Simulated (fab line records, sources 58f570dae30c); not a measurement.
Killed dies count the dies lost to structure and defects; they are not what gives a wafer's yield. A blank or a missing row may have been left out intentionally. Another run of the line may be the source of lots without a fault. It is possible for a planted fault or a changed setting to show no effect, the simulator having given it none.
Which tool was responsible?	flow berkeley cmos170	7 lots, 21 wafers sampled, at 4 steps of a route of 331

WHAT THE GAUGES SHOWED, per wafer
UCB170_GATE_CD_MEAS_90: the cd target is 350 nm.
lot	measured	on	cd nm (nm)
L142	day 7 20:19	cd sem-02	351.7 352.9 351.9
L144	day 8 06:10	cd sem-02	353.3 351.5 352.5
L146	day 8 06:01	cd sem-01	348.0 347.3 348.9
L149	day 9 22:57	cd sem-01	350.8 349.7 351.2
L151	day 9 22:46	cd sem-02	349.7 350.2 349.3
L153	day 9 23:21	cd sem-02	- - -
L163	day 12 00:44	cd sem-01	349.2 349.3 350.8

WHAT TOOL EACH LOT RAN ON (gives the tool, then ch and the chambers of the sampled wafers, and finally the start)
lot	UCB170_ZERO_STRIP_07	UCB170_GATE_ETCH_14	UCB170_GATE_ETCH_15
L142	plasma asher-04 ch 0,1, day 2 02:44	rie diel-03 ch 1,2, day 7 20:07	rie si-01 ch 0,1,3, day 7 20:10
L144	plasma asher-04 ch 0,1, day 2 10:16	rie diel-01 ch 0,1, day 8 05:59	rie si-02 ch 0,1, day 8 06:02
L146	plasma asher-01 ch 0,1, day 2 22:43	rie diel-01 ch 2,3, day 8 05:49	rie si-01 ch 0,2, day 8 05:52
L149	plasma asher-01 ch 0,1, day 3 21:54	rie diel-03 ch 0,3, day 9 22:44	rie si-01 ch 1,2,3, day 9 22:47
L151	plasma asher-04 ch 0,1, day 4 05:26	rie diel-03 ch 0,1,3, day 9 22:34	rie si-01 ch 1,2, day 9 22:37
L153	plasma asher-02 ch 0,1, day 4 13:14	rie diel-03 ch 0,1,2, day 9 23:10	rie si-02 ch 0,2,3, day 9 23:12
L163	plasma asher-04 ch 0,1, day 6 14:14	rie diel-03 ch 0,1,3, day 12 00:32	rie si-02 ch 1,3, day 12 00:34
- UCB170_ZERO_STRIP_07: strips in O2.
- UCB170_GATE_ETCH_14: etches BARC in N2/H2.
- UCB170_GATE_ETCH_15: etches poly-Si in HBr/Cl2, stops on SiO2, time 56.3 s, target depth 278.2 nm.

THE ANSWER, worked out from the rows above alone
Rule: what is usual is taken from the lots themselves. The widest of any qualifying gaps counts: lots, ordered by their means at a reading, are off when they make up no more than a third of the lots, leave a main group of 4 or more, and stand apart from it by 3 or more times the standard deviation of that group's means. The tables above print the reading to a certain number of digits; a main group whose means all agree to those digits is not used. Also off: a lot with no number at a reading for which 4 or more lots have one. The other lots that the step has rows for count as sound.
Off: L153, at UCB170_GATE_CD_MEAS_90 (cd nm). Without a number there: L153. Main group: mean 350.5 nm, sd 1.5.
If a tool, at a process step before that reading, ran all the lots that are off and no sound lot after the first of them, it fits. The gauges at UCB170_GATE_CD_MEAS_90 are tried like those tools. Undecided on this evidence; 2 tools fit (plasma asher-02 at UCB170_ZERO_STRIP_07, cd sem-02 at UCB170_GATE_CD_MEAS_90).

WHAT THE SIMULATOR HAD INSERTED
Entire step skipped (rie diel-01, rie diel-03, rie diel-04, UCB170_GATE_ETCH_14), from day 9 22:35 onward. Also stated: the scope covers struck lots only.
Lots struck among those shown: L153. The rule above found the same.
